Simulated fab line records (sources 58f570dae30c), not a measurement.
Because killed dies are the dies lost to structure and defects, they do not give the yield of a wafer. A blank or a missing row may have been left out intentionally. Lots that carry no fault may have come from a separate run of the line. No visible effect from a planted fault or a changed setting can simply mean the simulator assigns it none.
The tool behind it: which one? | flow berkeley_cmos170 | Sampling: 7 lots, 21 wafers, 2 of 331 route steps

== WHAT THE GAUGES SHOWED, per wafer ==
UCB170_FIELD_THK_MEAS_90.
lot  | measured     | on            | FIELD_OXIDE_LEFT_1_THK (nm)
L631 | day 6 00:13  | film_metro-03 | 445 446 445
L635 | day 7 11:35  | film_metro-03 | 431 430 431
L637 | day 7 21:07  | film_metro-01 | 445 452 449
L640 | day 8 11:29  | film_metro-01 | 464 456 458
L646 | day 10 04:54 | film_metro-02 | 436 429 432
L650 | day 10 19:54 | film_metro-02 | 448 444 452
L651 | day 10 09:42 | film_metro-02 | 436 453 434

== EACH LOT AND THE TOOL THAT RAN IT (in order: tool; ch and the chambers of the sampled wafers; start) ==
lot  | UCB170_ZERO_SOFTBAKE_02
L631 | litho_track-03 ch 0, day 2 07:59
L635 | litho_track-03 ch 0, day 3 04:53
L637 | litho_track-01 ch 0, day 3 19:19
L640 | litho_track-01 ch 0, day 4 05:25
L646 | litho_track-01 ch 0, day 5 15:13
L650 | litho_track-04 ch 0, day 6 14:04
L651 | litho_track-04 ch 0, day 6 14:27
- UCB170_ZERO_SOFTBAKE_02: time 60 s.

== THE ANSWER, worked out from the rows above alone ==
Rule: usual is defined by the lots themselves. The widest of any qualifying gaps counts: lots, ordered by their means at a reading, are off when they make up no more than a third of the lots, leave a main group of 4 or more, and stand apart from it by 3 or more times the standard deviation of that group's means. Not used: any main group whose means are identical at the precision the tables above print for the reading. Also off: a lot with no number at a reading for which 4 or more lots have one. Where the step has rows for the other lots, those lots are counted as sound.
No lot is off on any of the readings shown, so nothing can be concluded from this.

== WHAT THE SIMULATOR PUT IN ==
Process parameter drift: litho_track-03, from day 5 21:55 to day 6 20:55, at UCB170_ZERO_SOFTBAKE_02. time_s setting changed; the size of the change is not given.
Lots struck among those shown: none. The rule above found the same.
